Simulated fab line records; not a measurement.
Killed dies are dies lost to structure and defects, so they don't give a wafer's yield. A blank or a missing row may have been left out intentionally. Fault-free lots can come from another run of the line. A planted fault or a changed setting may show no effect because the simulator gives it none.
Which of the tools did it? || flow ritCmos || Sampling: 13 lots, 39 wafers, 2 of 202 route steps

== WHAT EACH GAUGE READ, for each wafer ==
RIT_GATE_THK_MEAS_09. Usual: GATE_POLY_THK typically reads 250.1 nm, with standard deviation 2.3.
{"lot": "L407", "measured": "day 2 14:50", "on": "filmMetro-04", "GATE_POLY_THK (nm)": "253.0 250.9 253.4", "flag": ""}
{"lot": "L409", "measured": "day 3 04:30", "on": "filmMetro-02", "GATE_POLY_THK (nm)": "250.7 250.2 251.1", "flag": ""}
{"lot": "L410", "measured": "day 3 07:55", "on": "filmMetro-02", "GATE_POLY_THK (nm)": "256.0 254.0 254.9", "flag": ""}
{"lot": "L411", "measured": "day 3 16:11", "on": "filmMetro-02", "GATE_POLY_THK (nm)": "251.9 251.0 247.9", "flag": ""}
{"lot": "L413", "measured": "day 3 22:57", "on": "filmMetro-04", "GATE_POLY_THK (nm)": "248.8 249.8 247.9", "flag": ""}
{"lot": "L414", "measured": "day 4 04:00", "on": "filmMetro-03", "GATE_POLY_THK (nm)": "251.9 252.0 252.3", "flag": ""}
{"lot": "L415", "measured": "day 4 08:42", "on": "filmMetro-03", "GATE_POLY_THK (nm)": "249.8 249.8 249.3", "flag": ""}
{"lot": "L416", "measured": "day 4 12:38", "on": "filmMetro-04", "GATE_POLY_THK (nm)": "249.3 251.3 251.5", "flag": ""}
{"lot": "L417", "measured": "day 4 15:59", "on": "filmMetro-02", "GATE_POLY_THK (nm)": "248.4 251.3 249.8", "flag": ""}
{"lot": "L418", "measured": "day 4 22:32", "on": "filmMetro-03", "GATE_POLY_THK (nm)": "245.3 246.6 247.1", "flag": ""}
{"lot": "L419", "measured": "day 5 00:33", "on": "filmMetro-03", "GATE_POLY_THK (nm)": "251.1 251.1 250.9", "flag": ""}
{"lot": "L422", "measured": "day 5 17:07", "on": "filmMetro-03", "GATE_POLY_THK (nm)": "250.8 251.8 249.9", "flag": ""}
{"lot": "L427", "measured": "day 6 18:59", "on": "filmMetro-02", "GATE_POLY_THK (nm)": "260.5 260.7 259.5", "flag": "OFF"}

== TOOL THAT RAN EACH LOT (tool first, then ch and the chambers of the sampled wafers, then the start) ==
{"lot": "L407", "RIT_GATE_CVD_08": "lpcvd-01 ch 0, day 2 13:12"}
{"lot": "L409", "RIT_GATE_CVD_08": "lpcvd-01 ch 1, day 3 02:53"}
{"lot": "L410", "RIT_GATE_CVD_08": "lpcvd-01 ch 1, day 3 06:17"}
{"lot": "L411", "RIT_GATE_CVD_08": "lpcvd-01 ch 1, day 3 14:35"}
{"lot": "L413", "RIT_GATE_CVD_08": "lpcvd-02 ch 0, day 3 21:20"}
{"lot": "L414", "RIT_GATE_CVD_08": "lpcvd-01 ch 1, day 4 02:23"}
{"lot": "L415", "RIT_GATE_CVD_08": "lpcvd-02 ch 0, day 4 06:17"}
{"lot": "L416", "RIT_GATE_CVD_08": "lpcvd-01 ch 1, day 4 11:02"}
{"lot": "L417", "RIT_GATE_CVD_08": "lpcvd-02 ch 1, day 4 14:22"}
{"lot": "L418", "RIT_GATE_CVD_08": "lpcvd-02 ch 0, day 4 20:55"}
{"lot": "L419", "RIT_GATE_CVD_08": "lpcvd-02 ch 1, day 4 22:56"}
{"lot": "L422", "RIT_GATE_CVD_08": "lpcvd-02 ch 0, day 5 15:29"}
{"lot": "L427", "RIT_GATE_CVD_08": "lpcvd-02 ch 1, day 6 17:22"}
- RIT_GATE_CVD_08: deposits poly-Si from SiH4, target thk 250 nm, time 2220 s.

== AS READ BY THE TOOLS THEMSELVES (means over the sampled wafers that have a number; for cases with no such wafer, the mark the record gives instead) ==
RIT_GATE_CVD_08. Usual: spikeTcCentreC 612.6 C, standard deviation 1; zonePowerSourcePct 12.7 %, standard deviation 0.61.
{"lot": "L407", "tool": "lpcvd-01", "spikeTcCentreC (C)": 612.0, "zonePowerSourcePct (%)": 14.5, "flag": ""}
{"lot": "L409", "tool": "lpcvd-01", "spikeTcCentreC (C)": 612.2, "zonePowerSourcePct (%)": 12.8, "flag": ""}
{"lot": "L410", "tool": "lpcvd-01", "spikeTcCentreC (C)": 612.5, "zonePowerSourcePct (%)": 12.5, "flag": ""}
{"lot": "L411", "tool": "lpcvd-01", "spikeTcCentreC (C)": 613.2, "zonePowerSourcePct (%)": 12.7, "flag": ""}
{"lot": "L413", "tool": "lpcvd-02", "spikeTcCentreC (C)": 613.0, "zonePowerSourcePct (%)": 12.3, "flag": ""}
{"lot": "L414", "tool": "lpcvd-01", "spikeTcCentreC (C)": 611.4, "zonePowerSourcePct (%)": 12.7, "flag": ""}
{"lot": "L415", "tool": "lpcvd-02", "spikeTcCentreC (C)": 612.3, "zonePowerSourcePct (%)": 12.3, "flag": ""}
{"lot": "L416", "tool": "lpcvd-01", "spikeTcCentreC (C)": 612.2, "zonePowerSourcePct (%)": 12.6, "flag": ""}
{"lot": "L417", "tool": "lpcvd-02", "spikeTcCentreC (C)": 613.4, "zonePowerSourcePct (%)": 12.6, "flag": ""}
{"lot": "L418", "tool": "lpcvd-02", "spikeTcCentreC (C)": 612.5, "zonePowerSourcePct (%)": 12.2, "flag": ""}
{"lot": "L419", "tool": "lpcvd-02", "spikeTcCentreC (C)": 613.9, "zonePowerSourcePct (%)": 12.7, "flag": ""}
{"lot": "L422", "tool": "lpcvd-02", "spikeTcCentreC (C)": 612.4, "zonePowerSourcePct (%)": 12.3, "flag": ""}
{"lot": "L427", "tool": "lpcvd-02", "spikeTcCentreC (C)": 612.5, "zonePowerSourcePct (%)": 12.5, "flag": ""}

== THE ANSWER, worked out from the rows above alone ==
Rule: a lot is off if the mean of its wafers that have a number lies more than 3 standard deviations from the usual mean. Also off: a lot with no number at a reading for which 4 or more lots have one. Where the step has rows for the other lots, those lots are counted as sound. Order of review: gauges by route order, followed by the tools' own readings, for which a lot's mean as printed above is used. The first step at which some lot is off is used, and at that step the reading that is off furthest; a lot without a number counts as furthest.
Off: at RIT_GATE_THK_MEAS_09 (GATE_POLY_THK), L427.
A tool fits if, at a process step before that reading, it ran every lot that is off, and no sound lot after the first of them. Those tools and the gauges at RIT_GATE_THK_MEAS_09 are tried in the same way. This does not decide it: 2 tools fit, namely lpcvd-02 at RIT_GATE_CVD_08 and filmMetro-02 at RIT_GATE_THK_MEAS_09.

== WHAT WAS PUT IN BY THE SIMULATOR ==
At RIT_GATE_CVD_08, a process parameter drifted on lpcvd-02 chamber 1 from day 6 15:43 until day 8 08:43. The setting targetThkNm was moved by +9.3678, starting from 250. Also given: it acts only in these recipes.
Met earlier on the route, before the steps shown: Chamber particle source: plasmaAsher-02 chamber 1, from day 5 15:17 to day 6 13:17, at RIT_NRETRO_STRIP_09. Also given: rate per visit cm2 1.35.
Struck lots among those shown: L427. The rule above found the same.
